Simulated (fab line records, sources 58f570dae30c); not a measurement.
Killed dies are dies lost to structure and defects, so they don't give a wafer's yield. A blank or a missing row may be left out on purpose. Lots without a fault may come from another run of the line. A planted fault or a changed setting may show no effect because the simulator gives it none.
A struck lot beside a sound one | flow berkeley_cmos170 | 15 steps out of a route of 331
Sound: wafers L251.2, L251.3, L251.4. Struck: wafers L250.2, L250.5, L250.6. The cause comes at the end.
At each step with rows: each side's tool, then ch and its chambers, then its first start. Under that, the readings that differ: sound wafers | struck wafers | difference of the means | sigmas: that difference in standard deviations of wafers without a fault.
alike: readings whose means differ by less than 2 such deviations, and words and numbers that are the same on both sides. not compared: withheld readings, readings that some wafer has no value for, bounds like >300 that may hide the same value, and numbers for which the record gives no deviation and whose values overlap.
The two part at a step that has a row with sigmas, a row that says differs or no value, or rows on one side only. Numbers that don't overlap but have no deviation are shown without sigmas and don't part them. A reading that every wafer of one side lacks parts them only if that side has two wafers or more.

UCB170_V1_ETCH_14: etches SiO2 in CHF3/CF4/Ar, stops on Al, target depth 1250 nm, time 291 s.
  sound on rie_diel-04 ch 0,1,3, day 12 17:07; struck on rie_diel-03 ch 0,2,3, day 12 00:30
  alike: drypump_motor_current_A, oes_product_au, throttle_valve_pct
  not compared: rf_hours_counter_h
UCB170_V1_STRIP_15: strips in O2.
  sound on plasma_asher-03 ch 0,1, day 12 17:17; struck on plasma_asher-02 ch 0,1, day 12 00:41
  alike: drypump_motor_current_A, oes_product_au, strip_time_to_endpoint_s
  not compared: rf_hours_counter_h
UCB170_V1_CD_MEAS_90: target cd 700 nm.
  sound on cd_sem-01, day 12 17:28; struck on cd_sem-01, day 12 00:48
  reading    | sound             | struck            | difference | sigmas
  cd_nm (nm) | 701.6 703.2 702.4 | 699.8 698.9 698.7 | -3.3       | -2
then, 1 step without rows for these wafers: UCB170_M2_PRE_CLEAN_00 (preclean etch time 60 s).
UCB170_M2_SPUTTER_01: material Al, target thk 900 nm, time 120 s.
  sound on pvd_sputter-02, day 12 17:38; struck on pvd_sputter-04, day 12 00:58
  alike: chamber_pressure_pa, throttle_valve_pct
UCB170_M2_RS_MEAS_02: measures by four-point-probe.
  sound on film_metro-04, day 12 17:44; struck on film_metro-02, day 12 01:04
  alike: M2_AL_RS
UCB170_M2_THK_MEAS_03: measures by xrf.
  sound on film_metro-04, day 12 17:51; struck on film_metro-02, day 12 01:11
  alike: M2_AL_THK
then, 3 steps without rows for these wafers: UCB170_M2_HMDS_04 (prime time 60 s); UCB170_M2_COAT_05 (resist thk 900 nm); UCB170_M2_SOFTBAKE_06 (time 60 s).
UCB170_M2_STRIP_07: strips in O2.
  sound on plasma_asher-01 ch 0,1, day 12 18:36; struck on plasma_asher-04 ch 0,1, day 12 01:41
  alike: drypump_motor_current_A, oes_product_au, strip_time_to_endpoint_s
  not compared: rf_hours_counter_h
then, 1 step without rows for these wafers: UCB170_M2_STRIP_08 (strips KrF in DMSO, time 600 s).
UCB170_M2_COAT_09:
  sound on litho_track-01 ch 0, day 12 19:21; struck on litho_track-03 ch 0, day 12 02:16
  reading              | sound                | struck               | difference | sigmas
  spin_speed_rpm (rpm) | 2997.9 2998.8 2999.8 | 2864.8 2867.3 2865.7 | -132.9     | -83
  alike: exhaust_pa
then, 2 steps without rows for these wafers: UCB170_M2_COAT_10 (resist thk 900 nm); UCB170_M3_PROBE_99.

WHERE THEY PART
First at UCB170_V1_CD_MEAS_90; last, within this record, at UCB170_M2_COAT_09.

WHY: what the simulator had put in
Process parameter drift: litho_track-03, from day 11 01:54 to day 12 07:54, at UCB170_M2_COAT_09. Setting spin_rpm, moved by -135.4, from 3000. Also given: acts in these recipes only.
